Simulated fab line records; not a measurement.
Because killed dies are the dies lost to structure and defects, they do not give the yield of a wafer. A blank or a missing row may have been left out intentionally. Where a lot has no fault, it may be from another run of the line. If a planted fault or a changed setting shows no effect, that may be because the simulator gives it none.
Which tool was responsible? + flow rit cmos + Sampling: 15 lots, 45 wafers, 2 of 202 route steps

WHAT THE GAUGES READ, wafer by wafer
RIT_GATE_CD_MEAS_90: the cd target is 150 nm. Usual: 149 nm for cd nm, sd 3.1.
| lot  | measured    | on        | cd nm (nm)  | flag |
|------|-------------|-----------|-------------|------|
| L633 | day 2 14:53 | cd sem-02 | 150 148 147 |      |
| L634 | day 2 23:35 | cd sem-01 | 154 150 152 |      |
| L637 | day 3 11:59 | cd sem-02 | 149 150 149 |      |
| L640 | day 4 01:13 | cd sem-02 | 153 155 154 |      |
| L642 | day 4 11:44 | cd sem-02 | - - -       | OFF  |
| L643 | day 4 19:17 | cd sem-01 | - - -       | OFF  |
| L644 | day 5 00:19 | cd sem-02 | - - -       | OFF  |
| L645 | day 5 08:32 | cd sem-01 | 146 150 147 |      |
| L648 | day 5 23:18 | cd sem-02 | 152 153 152 |      |
| L651 | day 6 11:37 | cd sem-01 | 145 147 149 |      |
| L652 | day 6 13:04 | cd sem-02 | 150 152 151 |      |
| L653 | day 6 22:37 | cd sem-01 | 150 148 149 |      |
| L654 | day 7 03:53 | cd sem-01 | 152 150 150 |      |
| L655 | day 7 08:36 | cd sem-02 | 148 148 146 |      |
| L656 | day 7 12:43 | cd sem-02 | 151 150 149 |      |

TOOL THAT RAN EACH LOT (tool first, then ch and the chambers of the sampled wafers, then the start)
| lot  | RIT_GATE_ETCH_19                |
|------|---------------------------------|
| L633 | rie si-02 ch 0,1, day 2 14:34   |
| L634 | rie si-01 ch 0,1,2, day 2 23:18 |
| L637 | rie si-02 ch 1,3, day 3 11:41   |
| L640 | rie si-01 ch 1,2,3, day 4 00:55 |
| L642 | rie si-01 ch 2,3, day 4 11:25   |
| L643 | rie si-02 ch 1,2,3, day 4 19:01 |
| L644 | rie si-01 ch 1,3, day 5 00:00   |
| L645 | rie si-02 ch 2,3, day 5 08:14   |
| L648 | rie si-01 ch 0,1,2, day 5 23:01 |
| L651 | rie si-02 ch 0,2, day 6 11:20   |
| L652 | rie si-01 ch 1,2, day 6 12:43   |
| L653 | rie si-02 ch 0,2,3, day 6 22:19 |
| L654 | rie si-01 ch 1,3, day 7 03:37   |
| L655 | rie si-02 ch 1,2,3, day 7 08:17 |
| L656 | rie si-01 ch 0,1,3, day 7 12:25 |
- RIT_GATE_ETCH_19: etches poly-Si in SF6/CHF3/O2, stops on SiO2, time 165 s, target depth 312.5 nm.

WHAT THE TOOLS THEMSELVES READ (means of the sampled wafers that have a number; where no wafer has one, the mark that the record gives instead)
RIT_GATE_ETCH_19. Usual: CHF3_flow_sccm 30.02 sccm, standard deviation 0.084; O2_flow_sccm 4.999 sccm, standard deviation 0.013; drypump motor current A 5.7 A, standard deviation 0.5; oes product au 0.848 a.u., standard deviation 0.0095; throttle valve pct 10.29 %, standard deviation 0.14.
| lot  | tool      | CHF3_flow_sccm (sccm) | O2_flow_sccm (sccm) | drypump motor current A (A) | oes product au (a.u.) | throttle valve pct (%) | flag |
|------|-----------|-----------------------|---------------------|-----------------------------|-----------------------|------------------------|------|
| L633 | rie si-02 | 30.02                 | 4.991               | 5.8                         | 0.839                 | 10.35                  |      |
| L634 | rie si-01 | 29.94                 | 5.012               | 5.9                         | 0.851                 | 10.42                  |      |
| L637 | rie si-02 | 30.05                 | 4.986               | 5.3                         | 0.845                 | 10.22                  |      |
| L640 | rie si-01 | 30.06                 | 5.001               | 5.5                         | 0.850                 | 10.36                  |      |
| L642 | rie si-01 | -                     | -                   | -                           | -                     | -                      | OFF  |
| L643 | rie si-02 | -                     | -                   | -                           | -                     | -                      | OFF  |
| L644 | rie si-01 | -                     | -                   | -                           | -                     | -                      | OFF  |
| L645 | rie si-02 | 30.01                 | 4.995               | 6.1                         | 0.851                 | 10.10                  |      |
| L648 | rie si-01 | 30.03                 | 4.993               | 5.9                         | 0.857                 | 10.41                  |      |
| L651 | rie si-02 | 30.08                 | 4.998               | 6.2                         | 0.844                 | 10.28                  |      |
| L652 | rie si-01 | 29.92                 | 4.993               | 5.8                         | 0.859                 | 10.46                  |      |
| L653 | rie si-02 | 30.00                 | 4.999               | 6.0                         | 0.849                 | 10.21                  |      |
| L654 | rie si-01 | 30.08                 | 4.993               | 5.5                         | 0.851                 | 10.27                  |      |
| L655 | rie si-02 | 30.05                 | 5.017               | 5.6                         | 0.850                 | 10.17                  |      |
| L656 | rie si-01 | 29.96                 | 4.999               | 5.6                         | 0.861                 | 10.31                  |      |

THE ANSWER, worked out from the rows above alone
Rule: lot off if the mean of its wafers having a number is beyond 3 standard deviations from the usual mean. A lot without any number at a reading at which 4 lots or more have one is off too. Any other lot the step has rows for is counted as sound. Order of review: gauges by route order, followed by the tools' own readings, for which a lot's mean as printed above is used. The first step at which some lot is off is used, and at that step the reading that is off furthest; a lot without a number counts as furthest.
Off: L642, L643, L644 (RIT_GATE_CD_MEAS_90, cd nm). Without a number there: L642, L643, L644.
If a tool, at a process step before that reading, ran all the lots that are off and no sound lot after the first of them, it fits. The gauges at RIT_GATE_CD_MEAS_90 aren't tried: what is off there is off at RIT_GATE_ETCH_19 too, on other tools, and a gauge's error can't cause that. Of those tried, none fits.

WHAT HAD BEEN PUT IN BY THE SIMULATOR
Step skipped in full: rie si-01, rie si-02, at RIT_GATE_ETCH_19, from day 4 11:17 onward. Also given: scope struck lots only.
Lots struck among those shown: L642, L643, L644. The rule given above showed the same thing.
